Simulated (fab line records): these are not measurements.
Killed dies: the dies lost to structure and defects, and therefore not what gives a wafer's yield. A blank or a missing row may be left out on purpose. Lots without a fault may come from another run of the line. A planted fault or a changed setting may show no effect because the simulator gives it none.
The tool behind it: which one? || flow ritCmos || 42 wafers from 14 lots sampled at 2 of the route's 202 steps

## WHAT EACH GAUGE READ, for each wafer
Not one reading of a measure or inspect step in the record can be checked against a usual standard deviation.

## WHICH TOOL RAN EACH LOT (tool, then ch and the chambers of the sampled wafers, then the start)
{"lot": "L817", "RIT_PRETRO_STRIP_09": "plasmaAsher-04 ch 0,1, day 2 09:11", "RIT_M1_PROBE_99": "-"}
{"lot": "L818", "RIT_PRETRO_STRIP_09": "plasmaAsher-02 ch 0,1, day 2 15:01", "RIT_M1_PROBE_99": "prober-02, day 3 21:13"}
{"lot": "L819", "RIT_PRETRO_STRIP_09": "plasmaAsher-02 ch 0,1, day 2 19:25", "RIT_M1_PROBE_99": "prober-01, day 3 23:31"}
{"lot": "L820", "RIT_PRETRO_STRIP_09": "plasmaAsher-01 ch 0,1, day 3 00:16", "RIT_M1_PROBE_99": "prober-02, day 4 03:32"}
{"lot": "L821", "RIT_PRETRO_STRIP_09": "plasmaAsher-04 ch 0,1, day 3 05:13", "RIT_M1_PROBE_99": "-"}
{"lot": "L822", "RIT_PRETRO_STRIP_09": "plasmaAsher-04 ch 0,1, day 3 12:22", "RIT_M1_PROBE_99": "-"}
{"lot": "L823", "RIT_PRETRO_STRIP_09": "plasmaAsher-01 ch 0,1, day 3 17:44", "RIT_M1_PROBE_99": "-"}
{"lot": "L824", "RIT_PRETRO_STRIP_09": "plasmaAsher-01 ch 0,1, day 3 19:15", "RIT_M1_PROBE_99": "-"}
{"lot": "L831", "RIT_PRETRO_STRIP_09": "plasmaAsher-02 ch 0,1, day 5 07:44", "RIT_M1_PROBE_99": "prober-01, day 6 17:24"}
{"lot": "L833", "RIT_PRETRO_STRIP_09": "plasmaAsher-02 ch 0,1, day 5 22:58", "RIT_M1_PROBE_99": "prober-02, day 7 21:37"}
{"lot": "L834", "RIT_PRETRO_STRIP_09": "plasmaAsher-02 ch 0,1, day 6 05:05", "RIT_M1_PROBE_99": "prober-01, day 7 23:10"}
{"lot": "L835", "RIT_PRETRO_STRIP_09": "plasmaAsher-04 ch 0,1, day 6 12:22", "RIT_M1_PROBE_99": "prober-02, day 8 12:23"}
{"lot": "L837", "RIT_PRETRO_STRIP_09": "plasmaAsher-04 ch 0,1, day 7 06:13", "RIT_M1_PROBE_99": "prober-02, day 8 13:56"}
{"lot": "L839", "RIT_PRETRO_STRIP_09": "plasmaAsher-01 ch 0,1, day 7 19:00", "RIT_M1_PROBE_99": "-"}
- RIT_PRETRO_STRIP_09: strips in O2, time 180 s.
- RIT_M1_PROBE_99

## AS READ BY THE TOOLS THEMSELVES (means over the sampled wafers that have a number; for cases with no such wafer, the mark the record gives instead)
RIT_PRETRO_STRIP_09.
{"lot": "L817", "tool": "plasmaAsher-04", "drypumpMotorCurrentA (A)": 5.53}
{"lot": "L818", "tool": "plasmaAsher-02", "drypumpMotorCurrentA (A)": 5.63}
{"lot": "L819", "tool": "plasmaAsher-02", "drypumpMotorCurrentA (A)": 5.61}
{"lot": "L820", "tool": "plasmaAsher-01", "drypumpMotorCurrentA (A)": 5.67}
{"lot": "L821", "tool": "plasmaAsher-04", "drypumpMotorCurrentA (A)": 5.53}
{"lot": "L822", "tool": "plasmaAsher-04", "drypumpMotorCurrentA (A)": 5.51}
{"lot": "L823", "tool": "plasmaAsher-01", "drypumpMotorCurrentA (A)": 5.55}
{"lot": "L824", "tool": "plasmaAsher-01", "drypumpMotorCurrentA (A)": 5.72}
{"lot": "L831", "tool": "plasmaAsher-02", "drypumpMotorCurrentA (A)": 5.73}
{"lot": "L833", "tool": "plasmaAsher-02", "drypumpMotorCurrentA (A)": 5.60}
{"lot": "L834", "tool": "plasmaAsher-02", "drypumpMotorCurrentA (A)": 5.62}
{"lot": "L835", "tool": "plasmaAsher-04", "drypumpMotorCurrentA (A)": 5.65}
{"lot": "L837", "tool": "plasmaAsher-04", "drypumpMotorCurrentA (A)": 5.53}
{"lot": "L839", "tool": "plasmaAsher-01", "drypumpMotorCurrentA (A)": 5.57}

RIT_M1_PROBE_99.
{"lot": "L818", "tool": "prober-02", "killed_at_M0_to_M3": 0.0, "killedAtContacts": 0.0, "killedAtFrontEnd": 7, "killedDies": 7, "killedOnRim": 3.0, "killedOpen": 4.3, "killedShort": 2.7}
{"lot": "L819", "tool": "prober-01", "killed_at_M0_to_M3": 0.0, "killedAtContacts": 0.0, "killedAtFrontEnd": 7, "killedDies": 7, "killedOnRim": 2.7, "killedOpen": 3.0, "killedShort": 4.0}
{"lot": "L820", "tool": "prober-02", "killed_at_M0_to_M3": 0.0, "killedAtContacts": 0.0, "killedAtFrontEnd": 7, "killedDies": 7, "killedOnRim": 1.0, "killedOpen": 4.3, "killedShort": 2.3}
{"lot": "L831", "tool": "prober-01", "killed_at_M0_to_M3": 0.0, "killedAtContacts": 0.0, "killedAtFrontEnd": 22, "killedDies": 22, "killedOnRim": 7.0, "killedOpen": 5.0, "killedShort": 2.7}
{"lot": "L833", "tool": "prober-02", "killed_at_M0_to_M3": 0.0, "killedAtContacts": 0.0, "killedAtFrontEnd": 27, "killedDies": 27, "killedOnRim": 5.7, "killedOpen": 3.3, "killedShort": 3.3}
{"lot": "L834", "tool": "prober-01", "killed_at_M0_to_M3": 0.0, "killedAtContacts": 0.7, "killedAtFrontEnd": 27, "killedDies": 28, "killedOnRim": 6.0, "killedOpen": 4.0, "killedShort": 3.7}
{"lot": "L835", "tool": "prober-02", "killed_at_M0_to_M3": 0.0, "killedAtContacts": 0.0, "killedAtFrontEnd": 8, "killedDies": 8, "killedOnRim": 3.0, "killedOpen": 3.0, "killedShort": 5.3}
{"lot": "L837", "tool": "prober-02", "killed_at_M0_to_M3": 0.0, "killedAtContacts": 0.0, "killedAtFrontEnd": 6, "killedDies": 6, "killedOnRim": 2.0, "killedOpen": 2.3, "killedShort": 3.7}

## THE ANSWER, worked out from the rows above alone
Rule: usual is defined by the lots themselves. Put in order of their means at a reading, lots are off if they are a third of the lots or fewer, leave a main group of 4 or more, and stand apart from it by a gap of 3 or more times the standard deviation of the main group's means; of several such gaps the widest counts. If all means in a main group match to the digits the tables above print for the reading, that group is not used. Also off: a lot with no number at a reading for which 4 or more lots have one. Any other lot the step has rows for is counted as sound. Order of review: gauges by route order, followed by the tools' own readings, for which a lot's mean as printed above is used. At the first step where some lot is off, the reading lying furthest off is the one used; lots without a number count as furthest.
No lot is off on any of the readings shown, so nothing can be concluded from this.

## WHAT THE SIMULATOR HAD INSERTED
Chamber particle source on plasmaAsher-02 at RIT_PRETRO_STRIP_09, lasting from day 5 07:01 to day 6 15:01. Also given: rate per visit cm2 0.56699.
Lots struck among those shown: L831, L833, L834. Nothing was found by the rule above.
